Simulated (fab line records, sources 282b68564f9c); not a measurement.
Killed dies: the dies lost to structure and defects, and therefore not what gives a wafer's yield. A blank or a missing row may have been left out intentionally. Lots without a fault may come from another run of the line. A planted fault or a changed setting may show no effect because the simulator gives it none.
fab line records	flow rit_cmos
record lots=5	wafers=27
route steps=202 shown GATE@91 M1@184
start_h: hours from the record's first day to the start of the lot's first wafer shown	wait_h: hours from the lot's prior step to this one	" repeats the value in the row above	L1.1+2: a row that stands for several wafers	- no value, or no start given	* or withheld: withheld	< > ~ a bound
route shown NAME@n: a module of which the file shows steps, and the number in the route of the first	usual: mean/standard deviation taken from wafers without a fault	same: alike in all rows	chamber/n: place in a boat	sites: the reading at each site	_std_site: standard deviation of those values	_edge_site: outer sites' mean less inner sites'	radius_mm: for every site, how far away it sits from the centre of the wafer	mask NAME#n: copy n	behind: tool/chamber where the wafer was last shaped	hold: cause of the lot's hold/its duration in hours/its outcome	device: whichever transistor did not switch (one of n, p or np)	end of line: the route-end tests of the same wafers	a step without rows: its recipe alone	killed: count of dies lost to structure and defects at first sort (not the wafer's yield)	map: per-die view of a wafer (x killed, . not killed, _ where there is no die)
set.NAME: setting as actually run; set.NAME@STEP: the setting as run at that earlier step	model.NAME: the simulator's own value behind a step, which no gauge read
lots run with intentionally changed settings; tables by step, rows by wafer
## steps
# step RIT_GATE_DEVELOP_15
# recipe resist=NOVOLAK	develop_time_s=50	dev_temp_c=23
lot.wafer	tool	chamber	start_h	wait_h	set.develop_time_s
L075.1+3+6	litho_track-04	0	-	-	50
L075.2+4+5	"	0	"	"	35.53
L078.1+2+3+4+5+6	litho_track-03	0	-	-	50
L079.1+2+3	litho_track-04	0	-	-	41.83
L079.4+5+6	"	0	"	"	50
L080.1+3+4	litho_track-01	0	-	-	50
L082.1+2+3	litho_track-03	0	-	-	40.58
L082.4+5+6	"	0	"	"	50
# step RIT_M1_SPUTTER_00
# recipe material=Al	target_thk_nm=400	power_w=2000	chamber_pressure_pa=0.4	gas=Ar	time_s=500	substrate_temp_c=25
lot.wafer	tool	chamber	start_h	wait_h	set.time_s	model.Al_of_M1_SPUTTER_00.thk_nm
L075.1	pvd_sputter-03	-	62.26	0.0	500	398.8
L075.2	"	-	"	"	689.4	549.6
L075.3	"	-	"	"	689.4	555.8
L075.4	"	-	"	"	500	398.1
L075.5	"	-	"	"	500	396.8
L075.6	"	-	"	"	689.4	552.5
L078.1	pvd_sputter-02	-	74.17	0.0	500	403
L078.2	"	-	"	"	205.1	170.6
L078.3	"	-	"	"	500	402.6
L078.4	"	-	"	"	205.1	168.7
L078.5	"	-	"	"	205.1	168.1
L078.6	"	-	"	"	500	403.3
L079.1	pvd_sputter-01	-	77.24	0.0	500	405.1
L079.2	"	-	"	"	500	404.3
L079.3	"	-	"	"	762	615.9
L079.4	"	-	"	"	500	395.7
L079.5	"	-	"	"	762	606.6
L079.6	"	-	"	"	762	614.5
L080.1	pvd_sputter-02	-	83.94	0.0	500	402.5
L080.3	"	-	"	"	500	402.8
L080.4	"	-	"	"	500	402.1
L082.1	pvd_sputter-02	-	92.64	0.0	500	398.4
L082.2	"	-	"	"	500	397.9
L082.3	"	-	"	"	587.4	466.7
L082.4	"	-	"	"	587.4	463.2
L082.5	"	-	"	"	587.4	468.3
L082.6	"	-	"	"	500	394
# step RIT_M1_RS_MEAS_01
# recipe thk_meas_gauge=four-point-probe	reads=Al_of_M1_SPUTTER_00
# usual M1_AL_RS=0.0733/0.00059
lot.wafer	tool	chamber	start_h	wait_h	set.time_s@M1_SPUTTER_00	M1_AL_RS[ohm/sq]
L075.1	film_metro-02	-	62.56	0.1	500	0.0737
L075.2	"	-	"	"	689.4	0.0532
L075.3	"	-	"	"	689.4	0.0526
L075.4	"	-	"	"	500	0.0737
L075.5	"	-	"	"	500	0.0741
L075.6	"	-	"	"	689.4	0.0528
L078.1	film_metro-02	-	74.46	0.1	500	0.0727
L078.2	"	-	"	"	205.1	0.1796
L078.3	"	-	"	"	500	0.0729
L078.4	"	-	"	"	205.1	0.1817
L078.5	"	-	"	"	205.1	0.1825
L078.6	"	-	"	"	500	0.0727
L079.1	film_metro-02	-	77.54	0.1	500	0.0727
L079.2	"	-	"	"	500	0.0726
L079.3	"	-	"	"	762	0.0474
L079.4	"	-	"	"	500	0.0742
L079.5	"	-	"	"	762	0.0481
L079.6	"	-	"	"	762	0.0474
L080.1	film_metro-04	-	84.23	0.1	500	0.0729
L080.3	"	-	"	"	500	0.0730
L080.4	"	-	"	"	500	0.0731
L082.1	film_metro-04	-	92.94	0.1	500	0.0737
L082.2	"	-	"	"	500	0.0739
L082.3	"	-	"	"	587.4	0.0627
L082.4	"	-	"	"	587.4	0.0632
L082.5	"	-	"	"	587.4	0.0624
L082.6	"	-	"	"	500	0.0747
# step RIT_M1_THK_MEAS_02
# recipe thk_meas_gauge=xrf	reads=Al_of_M1_SPUTTER_00
# usual M1_AL_THK=406/3.3
lot.wafer	tool	chamber	start_h	wait_h	set.time_s@M1_SPUTTER_00	M1_AL_THK[nm]
L075.1	film_metro-02	-	62.68	0.1	500	404
L075.2	"	-	"	"	689.4	555
L075.3	"	-	"	"	689.4	565
L075.4	"	-	"	"	500	404
L075.5	"	-	"	"	500	401
L075.6	"	-	"	"	689.4	561
L078.1	film_metro-02	-	74.58	0.1	500	409
L078.2	"	-	"	"	205.1	171
L078.3	"	-	"	"	500	410
L078.4	"	-	"	"	205.1	170
L078.5	"	-	"	"	205.1	170
L078.6	"	-	"	"	500	409
L079.1	film_metro-02	-	77.66	0.1	500	412
L079.2	"	-	"	"	500	410
L079.3	"	-	"	"	762	625
L079.4	"	-	"	"	500	403
L079.5	"	-	"	"	762	611
L079.6	"	-	"	"	762	621
L080.1	film_metro-04	-	84.35	0.1	500	407
L080.3	"	-	"	"	500	408
L080.4	"	-	"	"	500	409
L082.1	film_metro-04	-	93.06	0.1	500	406
L082.2	"	-	"	"	500	404
L082.3	"	-	"	"	587.4	472
L082.4	"	-	"	"	587.4	470
L082.5	"	-	"	"	587.4	474
L082.6	"	-	"	"	500	401
# step RIT_M1_HMDS_03
# recipe prime_time_s=60	prime_temp_c=140
# step RIT_M1_COAT_04
# recipe resist=NOVOLAK	spin_rpm=2000	resist_thk_nm=1300
# step RIT_M1_HARDBAKE_11
# recipe resist=NOVOLAK	temp_c=140	time_s=120
# step RIT_M1_METAL_ETCH_12
# recipe stop_on=SiO2	chemistry=Cl2/BCl3	target=Al	time_s=165	over_etch_frac=0.5	pressure_mtorr=100	target_depth_a=6000	rf_w=250	Cl2_flow_sccm=60	bcl3_flow_sccm=50
# usual oes_product_au=0.773/0.01
lot.wafer	tool	chamber	start_h	wait_h	set.time_s@M1_SPUTTER_00	oes_product_au
L075.1	rie_metal-04	1	64.15	0.2	500	0.773
L075.2	"	0	"	"	689.4	0.937
L075.3	"	0	"	"	689.4	0.944
L075.4	"	1	"	"	500	0.784
L075.5	"	0	"	"	500	0.760
L075.6	"	1	"	"	689.4	0.950
L078.1	rie_metal-04	0	76.07	0.2	500	0.773
L078.2	"	1	"	"	205.1	0.517
L078.3	"	1	"	"	500	0.784
L078.4	"	0	"	"	205.1	0.521
L078.5	"	1	"	"	205.1	0.518
L078.6	"	0	"	"	500	0.782
L079.1	rie_metal-03	1	79.13	0.2	500	0.784
L079.2	"	0	"	"	500	0.784
L079.3	"	1	"	"	762	0.997
L079.4	"	0	"	"	500	0.776
L079.5	"	0	"	"	762	0.987
L079.6	"	1	"	"	762	1.004
L080.1	rie_metal-01	1	85.79	0.2	500	0.781
L080.3	"	0	"	"	500	0.756
L080.4	"	1	"	"	500	0.767
L082.1	rie_metal-03	0	94.40	0.2	500	0.779
L082.2	"	1	"	"	500	0.769
L082.3	"	1	"	"	587.4	0.852
L082.4	"	0	"	"	587.4	0.862
L082.5	"	1	"	"	587.4	0.851
L082.6	"	0	"	"	500	0.776
# step RIT_M1_ANNEAL_15
# recipe temp_c=450	time_s=1800	ambient=forming_gas_H2N2
lot.wafer	tool	chamber	start_h	wait_h	set.time_s
L075.1+2+3+4+5+6	-	-	-	0.1	1194
L078.1+2+3+4+5+6	-	-	-	0.4	1468
L079.1+2+3+4+5+6	-	-	-	0.1	1223
L080.1+3+4	-	-	86.97	0.6	1800
L082.1+2+3+4+5+6	-	-	-	0.1	1800
# step RIT_M1_PROBE_99
lot.wafer	tool	chamber	start_h	wait_h	set.develop_time_s@GATE_DEVELOP_15	model.etest.pmos_0p3.r_on_ohm_um	model.etest.pmos_0p15.r_on_ohm_um	model.etest.pmos_turned.r_on_ohm_um	model.etest.nmos_0p3.r_on_ohm_um	model.etest.nmos_0p15.r_on_ohm_um	model.etest.nmos_0p15.drive_ua_um	model.etest.pmos_0p15.drive_ua_um	model.etest.nmos_turned.drive_ua_um
L075.1	prober-02	-	66.40	0.1	50	6352	2788	3428	2166	1152	469.2	252.9	335.4
L075.2	prober-02	-	66.45	0.1	35.53	7786	4273	4892	2602	1552	313.2	156.9	253.4
L075.3	prober-02	-	66.50	0.2	50	6362	2821	3468	2162	1130	468.2	251.5	330.1
L075.4	prober-02	-	66.55	0.2	35.53	7771	4198	4849	2549	1547	319.6	159	258.2
L075.5	prober-02	-	66.60	0.2	35.53	7855	4274	4951	2578	1580	312.1	154.7	255.6
L075.6	prober-02	-	66.65	0.2	50	6282	2742	3432	2133	1110	482.1	256.4	333.9
L078.1	prober-02	-	78.60	0.1	50	6382	2636	3236	2170	1060	473.5	264.3	346.4
L078.2	prober-02	-	78.65	0.1	50	6424	2718	3298	2179	1086	460.4	256.6	336.6
L078.3	prober-02	-	78.70	0.2	50	6366	2670	3320	2193	1104	464.6	259.8	332.2
L078.4	prober-02	-	78.75	0.2	50	6363	2672	3296	2185	1087	458.6	258.6	335.3
L078.5	prober-02	-	78.80	0.2	50	6440	2719	3342	2182	1092	455.5	253.7	334.4
L078.6	prober-02	-	78.85	0.2	50	6345	2680	3252	2171	1101	469	261.9	343.7
L079.1	prober-01	-	81.41	0.1	41.83	7020	3458	4087	2408	1357	361.7	197.8	279.5
L079.2	prober-01	-	81.46	0.1	41.83	6955	3476	4133	2405	1378	360.8	195.5	279.9
L079.3	prober-01	-	81.51	0.2	41.83	-	-	-	-	-	-	-	-
L079.4	prober-01	-	81.56	0.2	50	6169	2720	3403	2178	1145	466.4	260.4	320.6
L079.5+6	prober-01	-	81.61	0.2	50	-	-	-	-	-	-	-	-
L080.1	prober-02	-	88.59	0.1	50	6343	2840	3542	2175	1172	460.9	247.8	309.7
L080.3	prober-02	-	88.69	0.2	50	6338	2821	3500	2144	1157	463.6	251.2	309.1
L080.4	prober-02	-	88.74	0.2	50	6461	2846	3524	2186	1182	461.4	245.9	315.1
L082.1	prober-02	-	96.66	0.1	40.58	7519	3889	4536	2474	1420	343.5	173.4	268.5
L082.2	prober-02	-	96.71	0.1	40.58	7536	3862	4532	2465	1420	341.2	173.5	271.1
L082.3	prober-02	-	96.76	0.2	40.58	7330	3737	4332	2427	1404	353.9	181.8	278.3
L082.4	prober-02	-	96.81	0.2	50	6466	2978	3653	2174	1156	442.4	235.5	315.2
L082.5	prober-02	-	96.86	0.2	50	6590	2913	3586	2178	1132	452.5	239.4	329.6
L082.6	prober-02	-	96.91	0.2	50	6426	2901	3606	2173	1162	448.6	238.9	316.4
# killed by level:class
L080.1 FOX1:geometric_particle:short=1 FOX1:geometric_particle:open=1 GATE:geometric_particle:short=1 SPACER:geometric_particle:short=1
L080.3 FOX1:geometric_particle:open=1 GATE:geometric_particle:open=1 SILICIDE:geometric_particle:short=1
L080.4 GATE:geometric_particle:open=3 SPACER:geometric_particle:open=2 GATE:geometric_particle:short=1 SILICIDE:geometric_particle:open=1
## key
split step=RIT_GATE_DEVELOP_15	setting=develop_time_s	stated=50	by=wafer
response step=RIT_M1_PROBE_99	reading=model.etest.pmos_0p3.r_on_ohm_um	change=-50.9	per=1%	r=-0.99
response step=RIT_M1_PROBE_99	reading=model.etest.pmos_0p15.r_on_ohm_um	change=-49.4	per=1%	r=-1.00
response step=RIT_M1_PROBE_99	reading=model.etest.pmos_turned.r_on_ohm_um	change=-48.3	per=1%	r=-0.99
response step=RIT_M1_PROBE_99	reading=model.etest.nmos_0p3.r_on_ohm_um	change=-14.6	per=1%	r=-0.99
response step=RIT_M1_PROBE_99	reading=model.etest.nmos_0p15.r_on_ohm_um	change=-14.5	per=1%	r=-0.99
response step=RIT_M1_PROBE_99	reading=model.etest.nmos_0p15.drive_ua_um	change=+5.54	per=1%	r=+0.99
response step=RIT_M1_PROBE_99	reading=model.etest.pmos_0p15.drive_ua_um	change=+3.38	per=1%	r=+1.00
response step=RIT_M1_PROBE_99	reading=model.etest.nmos_turned.drive_ua_um	change=+2.62	per=1%	r=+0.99
split step=RIT_M1_SPUTTER_00	setting=time_s	stated=500	by=wafer
response step=RIT_M1_SPUTTER_00	reading=model.Al_of_M1_SPUTTER_00.thk_nm	change=+4.01	per=1%	r=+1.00
response step=RIT_M1_RS_MEAS_01	reading=M1_AL_RS	change=-0.0011	per=1%	r=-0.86
response step=RIT_M1_THK_MEAS_02	reading=M1_AL_THK	change=+4.06	per=1%	r=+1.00
response step=RIT_M1_METAL_ETCH_12	reading=oes_product_au	change=+0.00434	per=1%	r=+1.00
split step=RIT_M1_ANNEAL_15	setting=time_s	stated=1800	by=lot
response none clear
